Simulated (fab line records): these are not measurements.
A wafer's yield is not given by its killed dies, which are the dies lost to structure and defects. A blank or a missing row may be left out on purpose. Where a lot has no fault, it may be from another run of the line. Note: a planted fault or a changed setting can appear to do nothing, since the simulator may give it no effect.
Split-lot study    flow rit-cmos    23 wafers read from 5 lots, route of 202 steps

ON THE SPLIT
At RIT_PRETRO_IMPLANT_08, the setting energy-kev was moved away from the recipe's 45 on 9 of the 23 wafers read, by -5.0% to +4.9%. For the rest of the wafers, this setting stayed at what the recipe calls for.

Reading taken at the split's own step.

THE READING
implant.drp-nm (the simulator's own value, which no gauge read), in nm, at RIT_PRETRO_IMPLANT_08. The file gives no usual value for it.

wafer   tool, chamber at the split  energy-kev as run  against the recipe  implant.drp-nm, nm  against lot-mates on the recipe
L076.1  implanter-02, 0             43.38              -3.6%               53.88               -1.19
L076.4  implanter-02, 0             43.38              -3.6%               53.88               -1.19
L076.2  implanter-02, 0             45                 recipe              55.07               -
L076.3  implanter-02, 0             45                 recipe              55.07               -
L076.5  implanter-02, 0             45                 recipe              55.07               -
L080.1  implanter-02, 0             45                 recipe              55.07               -
L080.3  implanter-02, 0             45                 recipe              55.07               -
L080.6  implanter-02, 0             45                 recipe              55.07               -
L080.2  implanter-02, 0             42.77              -5.0%               53.42               -1.65
L080.4  implanter-02, 0             42.77              -5.0%               53.42               -1.65
L082.1  implanter-04, 0             45                 recipe              55.07               -
L082.2  implanter-04, 0             45                 recipe              55.07               -
L082.6  implanter-04, 0             45                 recipe              55.07               -
L083.1  implanter-03, 0             44.07              -2.1%               54.39               -0.68
L083.6  implanter-03, 0             44.07              -2.1%               54.39               -0.68
L083.2  implanter-03, 0             45                 recipe              55.07               -
L083.4  implanter-03, 0             45                 recipe              55.07               -
L083.5  implanter-03, 0             45                 recipe              55.07               -
L084.1  implanter-03, 0             45                 recipe              55.07               -
L084.5  implanter-03, 0             45                 recipe              55.07               -
L084.2  implanter-03, 0             47.2               +4.9%               56.64               +1.57
L084.3  implanter-03, 0             47.2               +4.9%               56.64               +1.57
L084.4  implanter-03, 0             47.2               +4.9%               56.64               +1.57

THE FIT
A straight line over all 23 wafers: implant.drp-nm changes by +0.327 nm for each +1% of energy-kev; r = +1.00; the points scatter about the line by 0.012 nm.
The same after taking each lot's own level away (the mean of its wafers on the recipe; 23 wafers): +0.327 nm for each +1%; r = +1.00; scatter 0.012 nm.
Per that fit: largest energy-kev move, reading shift of 1.6 nm.
The lots' own levels span 55.070 to 55.070 nm.
Hence the lot-to-lot level has little effect on the slope; both slopes agree.
Check: with one of the wafers moved furthest among these (-5.0%) left out of the fit, the line predicts -1.62 nm for it against its lot-mates. It came out at -1.65 nm against them.

THESE WAFERS: OTHER SPLITS
Other splits were also applied to these wafers ahead of the reading. Each is held against what the fit with the lots' levels taken away leaves over:
other split on the same wafers  wafers away from the commonest value  r with implant.drp-nm (lot level and that fit taken away)
RIT_ACTIVE_OXIDATION_01 temp-c  18                                    -0.35
RIT_ACTIVE_COAT_06 spin-rpm     6                                     +0.01
RIT_FOX2_WET_ETCH_03 time-s     15                                    +0.19
RIT_PWELL_IMPLANT_08 dose-cm2   10                                    +0.17

THE WHOLE CHAIN: every reading that the file lists as answering this split, in the file's order
step                   what it does  reading                                                          change (the file's fit)                r (the file's)
RIT_PRETRO_IMPLANT_08                implant.rp-nm (the simulator's own value, which no gauge read)   +1.36 nm for each +1% of the setting   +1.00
RIT_PRETRO_IMPLANT_08                implant.drp-nm (the simulator's own value, which no gauge read)  +0.328 nm for each +1% of the setting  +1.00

THE FILE'S OWN FIT
implant.drp-nm changes by +0.328 nm for each +1% of energy-kev, r = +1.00.
